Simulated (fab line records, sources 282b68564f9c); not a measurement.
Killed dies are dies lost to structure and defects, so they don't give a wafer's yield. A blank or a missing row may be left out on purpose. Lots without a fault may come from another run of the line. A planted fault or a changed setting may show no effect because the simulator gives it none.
fab line records | flow rit_cmos
record lots=13 wafers=39 last_day=8
route steps=202 shown ACTIVE@1 FOX1@21 NRETRO@61 PRETRO@70 M1@202
lots that met no fault: from a run of the same line without faults
start_h: hours from the record's first day to the start of the lot's first wafer shown | wait_h: hours since the lot's step before | " the same as in the row above | L1.1+2: a row that stands for several wafers | - no value, or no start given | * or withheld: withheld | < > ~ a bound
route shown NAME@n: a module of which the file shows steps, and the number in the route of the first | usual: mean/standard deviation of fault-free wafers | same: alike in all rows | chamber/n: place in a boat | sites: the reading at each site | _std_site: their standard deviation | _edge_site: outer sites' mean less inner sites' | radius_mm: how far each site lies from the wafer's centre | mask NAME#n: copy n | behind: the tool/chamber that last shaped the wafer | hold: why the lot was held/for how many hours/how that ended | device: the transistor (n, p or np) that didn't switch | end of line: the same wafers' tests at the end of the route | a step without rows: its recipe alone | killed: dies lost to structure and defects at the first sort, not the wafer's yield | map: a wafer's dies, x killed, . not, _ none there
set.NAME: the setting as run; set.NAME@STEP: as run at that earlier step | model.NAME: the simulator's own value behind a step, which no gauge read
steps of the route over a sample of lots; a table a step, a row a wafer
services: from which hour (start_h, from the record's first day; less than 0 if before it) a tool's chamber was out of use, for how many hours, and why
## steps
# step RIT_ACTIVE_BOW_MEAS_00
# recipe mode=bow
# usual INCOMING_BOW=0/6.8
# columns lot.wafer tool chamber start_h wait_h INCOMING_BOW[um]
L634.3 film_metro-04 - 10.04 - -4
L634.4 " - " " -6
L634.5 " - " " 5
L635.1 film_metro-04 - 15.00 - -5
L635.2 " - " " -4
L635.3 " - " " -3
L637.1 film_metro-04 - 25.00 - -8
L637.2 " - " " -2
L637.6 " - " " 2
L638.2 film_metro-03 - 30.02 - -8
L638.3 " - " " -7
L638.5 " - " " -12
L639.3 film_metro-04 - 35.04 - -20
L639.4 " - " " 9
L639.6 " - " " -6
L641.1 film_metro-03 - 45.00 - -5
L641.2 " - " " -5
L641.3 " - " " 3
L644.1 film_metro-03 - 60.00 - -5
L644.3 " - " " -2
L644.6 " - " " 7
L645.2 film_metro-01 - 65.02 - -6
L645.5 " - " " 8
L645.6 " - " " 8
L646.1 film_metro-03 - 70.00 - 9
L646.2 " - " " -9
L646.5 " - " " -4
L649.2 film_metro-01 - 85.02 - 1
L649.3 " - " " -13
L649.5 " - " " -11
L651.1 film_metro-03 - 95.00 - 9
L651.2 " - " " 2
L651.3 " - " " 3
L654.1 film_metro-04 - 110.00 - -3
L654.3 " - " " 0
L654.6 " - " " 6
L656.1 film_metro-01 - 120.00 - 1
L656.2 " - " " -7
L656.6 " - " " 4
# step RIT_FOX1_THK_MEAS_01
# recipe reads=SiO2_of_FOX1_OXIDATION_00
# usual FOX1_OXIDE_THK=349/6.6
# columns lot.wafer tool chamber start_h wait_h FOX1_OXIDE_THK[nm]
L634.3 film_metro-04 - 18.33 0.0 346
L634.4 " - " " 349
L634.5 " - " " 344
L635.1 film_metro-01 - 22.73 0.0 335
L635.2 " - " " 338
L635.3 " - " " 340
L637.1 film_metro-01 - 34.04 0.0 336
L637.2 " - " " 332
L637.6 " - " " 336
L638.2 film_metro-04 - 38.44 0.0 337
L638.3 " - " " 337
L638.5 " - " " 344
L639.3 film_metro-01 - 44.08 0.0 355
L639.4 " - " " 356
L639.6 " - " " 354
L641.1 film_metro-02 - 52.90 0.0 356
L641.2 " - " " 350
L641.3 " - " " 354
L644.1 film_metro-01 - 69.87 0.0 359
L644.3 " - " " 357
L644.6 " - " " 356
L645.2 film_metro-02 - 71.95 0.0 353
L645.5 " - " " 343
L645.6 " - " " 351
L646.1 film_metro-04 - 76.94 0.0 344
L646.2 " - " " 355
L646.5 " - " " 349
L649.2 film_metro-02 - 93.27 0.0 348
L649.3 " - " " 353
L649.5 " - " " 354
L651.1 film_metro-04 - 103.37 0.0 339
L651.2 " - " " 340
L651.3 " - " " 343
L654.1 film_metro-02 - 117.32 0.0 352
L654.3 " - " " 353
L654.6 " - " " 357
L656.1 film_metro-02 - 127.82 0.0 350
L656.2 " - " " 350
L656.6 " - " " 350
# step RIT_NRETRO_IMPLANT_08
# recipe species=P energy_kev=70 dose_cm2=1e+13 tilt_deg=7.241
# usual beam_energy_keV=69.998/0.023
# columns lot.wafer tool chamber start_h wait_h beam_energy_keV
L634.3 implanter-03 0 31.69 0.2 70.036
L634.4 " 0 " " 69.991
L634.5 " 0 " " 70.036
L635.1 implanter-02 0 38.58 0.2 70.022
L635.2 " 0 " " 69.963
L635.3 " 0 " " 70.018
L637.1 implanter-02 0 47.27 0.2 69.972
L637.2 " 0 " " 69.991
L637.6 " 0 " " 69.978
L638.2 implanter-02 0 50.99 0.2 70.029
L638.3 " 0 " " 70.049
L638.5 " 0 " " 70.015
L639.3 implanter-02 0 56.26 0.2 70.011
L639.4 " 0 " " 70.008
L639.6 " 0 " " 70.003
L641.1 implanter-02 0 65.07 0.2 69.995
L641.2 " 0 " " 70.010
L641.3 " 0 " " 69.981
L644.1 implanter-01 0 81.89 0.2 70.021
L644.3 " 0 " " 69.998
L644.6 " 0 " " 70.035
L645.2 implanter-01 0 84.15 0.2 69.996
L645.5 " 0 " " 69.975
L645.6 " 0 " " 70.010
L646.1 implanter-02 0 90.06 0.2 70.024
L646.2 " 0 " " 70.023
L646.5 " 0 " " 70.031
L649.2 implanter-02 0 105.64 0.2 69.978
L649.3 " 0 " " 70.000
L649.5 " 0 " " 69.981
L651.1 implanter-02 0 115.76 0.2 79.088
L651.2 " 0 " " 79.136
L651.3 " 0 " " 79.096
L654.1 implanter-01 0 129.62 0.2 70.005
L654.3 " 0 " " 69.953
L654.6 " 0 " " 69.961
L656.1 implanter-01 0 140.84 0.2 69.986
L656.2 " 0 " " 69.949
L656.6 " 0 " " 70.003
# step RIT_NRETRO_TW_MEAS_10
# usual NRETRO_TW=1052/7.2
# columns lot.wafer tool chamber start_h wait_h NRETRO_TW
L634.3 film_metro-03 - 31.99 0.1 1052
L634.4 " - " " 1050
L634.5 " - " " 1057
L635.1 film_metro-03 - 39.06 0.1 1054
L635.2 " - " " 1054
L635.3 " - " " 1050
L637.1 film_metro-04 - 47.59 0.1 1053
L637.2 " - " " 1049
L637.6 " - " " 1056
L638.2 film_metro-01 - 51.30 0.1 1070
L638.3 " - " " 1063
L638.5 " - " " 1064
L639.3 film_metro-03 - 56.55 0.1 1040
L639.4 " - " " 1045
L639.6 " - " " 1048
L641.1 film_metro-01 - 65.39 0.1 1066
L641.2 " - " " 1065
L641.3 " - " " 1066
L644.1 film_metro-03 - 82.21 0.1 1041
L644.3 " - " " 1034
L644.6 " - " " 1038
L645.2 film_metro-04 - 84.46 0.1 1046
L645.5 " - " " 1044
L645.6 " - " " 1049
L646.1 film_metro-04 - 90.38 0.1 1043
L646.2 " - " " 1048
L646.5 " - " " 1045
L649.2 film_metro-04 - 105.95 0.1 1050
L649.3 " - " " 1047
L649.5 " - " " 1049
L651.1 film_metro-04 - 116.09 0.1 1081
L651.2 " - " " 1080
L651.3 " - " " 1084
L654.1 film_metro-01 - 129.94 0.1 1053
L654.3 " - " " 1059
L654.6 " - " " 1059
L656.1 film_metro-04 - 141.16 0.1 1051
L656.2 " - " " 1057
L656.6 " - " " 1046
# step RIT_PRETRO_OVL_MEAS_06
# usual PRETRO_OVL=-0.1/1.6
# columns lot.wafer tool chamber start_h wait_h PRETRO_OVL[nm]
L634.3 overlay-02 - 33.09 - 0.3
L634.4 " - " " 1.4
L634.5 " - " " 0.4
L635.1 overlay-02 - 40.10 - 0.9
L635.2 " - " " 0.1
L635.3 " - " " 0.4
L637.1 overlay-01 - 48.66 - 1.5
L637.2 " - " " 1.3
L637.6 " - " " 2.1
L638.2 overlay-02 - 52.56 - -0.9
L638.3 " - " " 0.6
L638.5 " - " " -2.3
L639.3 overlay-02 - 57.48 - -0.8
L639.4 " - " " -0.9
L639.6 " - " " -1.2
L641.1 overlay-02 - 66.33 - -1.8
L641.2 " - " " -1.8
L641.3 " - " " -0.8
L644.1 overlay-01 - 83.15 - 1.4
L644.3 " - " " 0.8
L644.6 " - " " -2.3
L645.2 overlay-01 - 85.52 - 2.2
L645.5 " - " " 0.6
L645.6 " - " " 2.6
L646.1 overlay-01 - 91.32 - 1.3
L646.2 " - " " -2.3
L646.5 " - " " -1.6
L649.2 overlay-02 - 107.08 - 1.3
L649.3 " - " " 0.9
L649.5 " - " " 1.6
L651.1 overlay-01 - 117.15 - 3.5
L651.2 " - " " 1.2
L651.3 " - " " 2.8
L654.1 overlay-02 - 131.01 - 0.9
L654.3 " - " " 1.9
L654.6 " - " " -2.7
L656.1 overlay-02 - 142.55 - -0.8
L656.2 " - " " 1.3
L656.6 " - " " 0.5
# step RIT_M1_PROBE_99
# usual defect_limited_yield=97.3/1.2 killed_at_M0_to_M3=0.0/0.16 killed_at_contacts=0.1/0.25 killed_at_front_end=7/3.2 killed_dies=7/3.2 killed_open=3.5/2.1 killed_short=3.5/2.1 sort_bin_3_pad_short=0.1/0.21 sort_bin_5_function=1.5/0.8 sort_bin_6_memory=1.0/0.69 sort_n_pass=257/3.2 sort_yield_pct=97.3/1.2
# same gross_dies=264 killed_at_M4_up=0 killed_at_back_side=0 killed_at_other=0
# columns lot.wafer tool chamber start_h wait_h defect_limited_yield[%] killed_at_M0_to_M3 killed_at_contacts killed_at_front_end killed_dies killed_open killed_short sort_bin_3_pad_short[%] sort_bin_5_function[%] sort_bin_6_memory[%] sort_n_pass sort_yield_pct[%]
L634.3 prober-02 - 60.77 0.2 98.1 0 0 5 5 1 2 0 1.1 0.8 259 98.1
L634.4 prober-02 - 60.82 0.2 97.7 0 0 6 6 3 3 0 1.1 1.1 258 97.7
L634.5 prober-02 - 60.87 0.2 98.1 0 0 5 5 1 3 0 1.1 0.8 259 98.1
L635.1 prober-01 - 67.69 0.1 98.5 0 0 4 4 1 3 0 1.1 0.4 260 98.5
L635.2 prober-01 - 67.74 0.1 97.3 0 0 7 7 3 4 0 1.9 0.8 257 97.3
L635.3 prober-01 - 67.79 0.2 96.2 1 0 9 10 5 5 0 1.9 1.9 254 96.2
L637.1 prober-01 - 75.23 0.1 97.0 0 0 8 8 4 4 0 1.5 1.5 256 97.0
L637.2 prober-01 - 75.28 0.1 97.7 0 0 6 6 3 3 0 1.5 0.8 258 97.7
L637.6 prober-01 - 75.48 0.2 98.5 0 0 4 4 3 1 0 0.8 0.8 260 98.5
L638.2 prober-02 - 82.99 0.1 97.0 0 0 8 8 5 3 0.4 1.1 1.5 256 97.0
L638.3 prober-02 - 83.04 0.2 96.6 0 1 8 9 3 6 0 1.9 1.5 255 96.6
L638.5 prober-02 - 83.14 0.2 97.3 0 1 6 7 3 4 0 1.5 1.1 257 97.3
L639.3 prober-01 - 83.66 0.2 98.5 0 0 4 4 3 1 0 1.1 0.4 260 98.5
L639.4 prober-01 - 83.71 0.2 98.5 0 0 4 4 3 1 0 1.1 0.4 260 98.5
L639.6 prober-01 - 83.81 0.2 97.3 0 0 7 7 5 2 0 1.5 1.1 257 97.3
L641.1 prober-01 - 91.97 0.1 94.7 0 0 14 14 6 8 0 1.9 3.4 250 94.7
L641.2 prober-01 - 92.02 0.1 97.3 0 0 7 7 2 5 0 1.5 1.1 257 97.3
L641.3 prober-01 - 92.07 0.2 98.5 0 0 4 4 3 1 0.4 0.8 0.4 260 98.5
L644.1 prober-02 - 109.13 0.1 97.0 0 0 8 8 3 5 0 2.3 0.8 256 97.0
L644.3 prober-02 - 109.23 0.2 97.7 0 0 6 6 1 5 0.4 1.1 0.8 258 97.7
L644.6 prober-02 - 109.38 0.2 98.1 0 0 5 5 2 2 0.4 0.8 0.8 259 98.1
L645.2 prober-01 - 113.61 0.1 97.3 0 0 7 7 3 4 0.4 1.1 1.1 257 97.3
L645.5 prober-01 - 113.76 0.2 99.2 0 0 2 2 1 1 0 0.4 0.4 262 99.2
L645.6 prober-01 - 113.81 0.2 97.3 0 0 7 7 3 4 0 2.3 0.4 257 97.3
L646.1 prober-02 - 118.75 0.1 96.6 0 0 9 9 5 4 0 2.7 0.8 255 96.6
L646.2 prober-02 - 118.80 0.1 98.5 0 0 4 4 4 0 0 1.1 0.4 260 98.5
L646.5 prober-02 - 118.95 0.2 95.1 0 1 12 13 7 6 0 2.3 2.7 251 95.1
L649.2 prober-02 - 133.61 0.1 98.5 0 0 4 4 2 2 0 1.1 0.4 260 98.5
L649.3 prober-02 - 133.66 0.2 96.6 0 0 9 9 8 1 0 2.3 1.1 255 96.6
L649.5 prober-02 - 133.76 0.2 95.5 0 0 12 12 7 5 0.4 1.1 3.0 252 95.5
L654.1 prober-01 - 165.79 0.1 96.2 0 1 9 10 2 7 0.4 1.5 1.9 254 96.2
L654.3 prober-01 - 165.89 0.2 98.9 0 0 3 3 1 2 0 0.8 0.4 261 98.9
L654.6 prober-01 - 166.04 0.2 98.5 0 0 4 4 2 2 0 1.1 0.4 260 98.5
L656.1 prober-01 - 181.02 0.1 95.8 0 0 11 11 5 6 0.4 1.9 1.9 253 95.8
L656.2 prober-01 - 181.07 0.1 96.6 0 0 9 9 5 4 0 2.3 1.1 255 96.6
L656.6 prober-01 - 181.27 0.2 99.2 0 0 2 2 2 0 0 0 0.8 262 99.2
# killed by level:class
L634.3 PLDD:coat_microbubble_printed=2 FOX2:geometric_particle:short=1 REOX:geometric_particle:open=1 SILICIDE:geometric_particle:short=1
L634.4 GATE:geometric_particle:open=2 REOX:geometric_particle:short=2 FOX2:geometric_particle:open=1 SPACER:geometric_particle:short=1
L634.5 GATE:geometric_particle:open=1 REOX:geometric_particle:short=1 SPACER:geometric_particle:short=1 SILICIDE:geometric_particle:short=1 PLDD:coat_microbubble_printed=1
L635.1 FOX2:geometric_particle:short=1 GATE:geometric_particle:open=1 GATE:geometric_particle:short=1 REOX:geometric_particle:short=1
L635.2 FOX1:geometric_particle:open=2 GATE:geometric_particle:short=2 FOX1:geometric_particle:short=1 GATE:geometric_particle:open=1 SPACER:geometric_particle:short=1
L635.3 GATE:geometric_particle:open=3 FOX1:geometric_particle:short=2 GATE:geometric_particle:short=2 REOX:geometric_particle:open=2 M1:geometric_particle:short=1
L637.1 GATE:geometric_particle:open=3 FOX1:geometric_particle:short=2 GATE:geometric_particle:short=1 SPACER:geometric_particle:open=1 SILICIDE:geometric_particle:short=1
L637.2 GATE:geometric_particle:short=2 SILICIDE:geometric_particle:open=2 SPACER:geometric_particle:open=1 SILICIDE:geometric_particle:short=1
L637.6 FOX1:geometric_particle:open=1 FOX2:geometric_particle:open=1 GATE:geometric_particle:short=1 GATE:geometric_particle:open=1
L638.2 FOX1:geometric_particle:short=2 SPACER:geometric_particle:open=2 FOX1:geometric_particle:open=1 GATE:geometric_particle:open=1 REOX:geometric_particle:open=1 SPACER:geometric_particle:short=1
L638.3 GATE:geometric_particle:open=3 REOX:geometric_particle:short=2 FOX1:geometric_particle:short=1 FOX2:geometric_particle:short=1 GATE:geometric_particle:short=1 CONTACT:geometric_particle:short=1
L638.5 FOX1:geometric_particle:short=2 FOX2:geometric_particle:open=2 FOX1:geometric_particle:open=1 GATE:geometric_particle:short=1 CONTACT:geometric_particle:short=1
L639.3 GATE:geometric_particle:short=1 GATE:geometric_particle:open=1 REOX:geometric_particle:open=1 SPACER:geometric_particle:open=1
L639.4 REOX:geometric_particle:open=2 GATE:geometric_particle:short=1 GATE:geometric_particle:open=1
L639.6 FOX2:geometric_particle:open=2 GATE:geometric_particle:open=2 GATE:geometric_particle:short=1 SPACER:geometric_particle:short=1 SILICIDE:geometric_particle:open=1
L641.1 GATE:geometric_particle:open=6 GATE:geometric_particle:short=5 ACTIVE:geometric_particle:short=1 FOX1:geometric_particle:short=1 REOX:geometric_particle:short=1
L641.2 GATE:geometric_particle:short=3 GATE:geometric_particle:open=2 REOX:geometric_particle:short=1 SILICIDE:geometric_particle:short=1
L641.3 GATE:geometric_particle:open=2 GATE:geometric_particle:short=1 SILICIDE:geometric_particle:open=1
L644.1 GATE:geometric_particle:short=3 FOX2:geometric_particle:open=1 REOX:geometric_particle:open=1 SPACER:geometric_particle:short=1 SILICIDE:geometric_particle:open=1 SILICIDE:geometric_particle:short=1
L644.3 GATE:geometric_particle:short=3 GATE:geometric_particle:open=1 REOX:geometric_particle:short=1 SPACER:geometric_particle:short=1
L644.6 FOX2:geometric_particle:short=1 FOX2:geometric_particle:open=1 GATE:geometric_particle:open=1 GATE:geometric_particle:short=1 NWELL:coat_microbubble_printed=1
L645.2 FOX1:geometric_particle:open=2 GATE:geometric_particle:short=2 FOX1:geometric_particle:short=1 FOX2:geometric_particle:short=1 GATE:geometric_particle:open=1
L645.5 GATE:geometric_particle:open=1 GATE:geometric_particle:short=1
L645.6 FOX1:geometric_particle:open=2 FOX1:geometric_particle:short=1 FOX2:geometric_particle:short=1 GATE:geometric_particle:short=1 GATE:geometric_particle:open=1 SPACER:geometric_particle:short=1
L646.1 GATE:geometric_particle:open=3 GATE:geometric_particle:short=2 FOX1:geometric_particle:short=1 FOX1:geometric_particle:open=1 REOX:geometric_particle:short=1 SILICIDE:geometric_particle:open=1
L646.2 GATE:geometric_particle:open=2 SILICIDE:geometric_particle:open=2
L646.5 GATE:geometric_particle:open=5 SILICIDE:geometric_particle:short=3 GATE:geometric_particle:short=2 FOX2:geometric_particle:open=1 SPACER:geometric_particle:short=1 CONTACT:geometric_particle:open=1
L649.2 FOX1:geometric_particle:short=1 GATE:geometric_particle:open=1 REOX:geometric_particle:short=1 SILICIDE:geometric_particle:open=1
L649.3 FOX1:geometric_particle:open=3 GATE:geometric_particle:open=2 REOX:geometric_particle:open=2 SPACER:geometric_particle:short=1 SILICIDE:geometric_particle:open=1
L649.5 GATE:geometric_particle:open=3 SILICIDE:geometric_particle:short=3 FOX1:geometric_particle:open=1 FOX2:geometric_particle:open=1 FOX2:geometric_particle:short=1 GATE:geometric_particle:short=1 REOX:geometric_particle:open=1 SILICIDE:geometric_particle:open=1
L654.1 SILICIDE:geometric_particle:short=3 FOX2:geometric_particle:short=2 FOX1:geometric_particle:open=1 FOX1:geometric_particle:short=1 GATE:geometric_particle:open=1 SPACER:geometric_particle:short=1 CONTACT:coat_microbubble_printed=1
L654.3 FOX1:geometric_particle:short=1 FOX2:geometric_particle:open=1 SILICIDE:geometric_particle:short=1
L654.6 SPACER:geometric_particle:short=2 REOX:geometric_particle:open=1 SILICIDE:geometric_particle:open=1
L656.1 GATE:geometric_particle:open=3 GATE:geometric_particle:short=2 FOX1:geometric_particle:short=1 REOX:geometric_particle:open=1 REOX:geometric_particle:short=1 SPACER:geometric_particle:short=1 SILICIDE:geometric_particle:short=1 SILICIDE:geometric_particle:open=1
L656.2 FOX2:geometric_particle:open=2 GATE:geometric_particle:short=2 SILICIDE:geometric_particle:open=2 GATE:geometric_particle:open=1 REOX:geometric_particle:short=1 SILICIDE:geometric_particle:short=1
L656.6 REOX:geometric_particle:open=1 SPACER:geometric_particle:open=1
## services
# columns tool chamber start_h hours kind
implanter-01 - 10.94 68.4 pm
implanter-03 - 18.06 4.8 repair
implanter-03 - 68.31 82.0 pm
implanter-01 - 90.75 3.0 repair
implanter-01 - 107.51 4.6 pm
implanter-01 - 132.18 6.3 repair
## key
first_sign step=RIT_NRETRO_IMPLANT_08 reading=beam_energy_keV direction=up sigmas=99+ usual=69.998 struck=79.107
effect step=RIT_NRETRO_TW_MEAS_10 reading=NRETRO_TW direction=up sigmas=4 usual=1052 struck=1081
met_at RIT_NRETRO_IMPLANT_08
struck_lots L651
rows_end L651.1,L651.2,L651.3
not_acting_at RIT_ACTIVE_BOW_MEAS_00,RIT_FOX1_THK_MEAS_01,RIT_PRETRO_OVL_MEAS_06
onset_between 105.64 115.76
fault kind=process_parameter_drift tool=implanter-02 chamber=- onset_h=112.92 steps=RIT_NRETRO_IMPLANT_08 channel=energy_kev offset=9.1 shape=step end_h=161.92 acts_in=these_recipes_only stated=70
# rows_end: these wafers met a further fault down the route, and their rows from its step on are left out
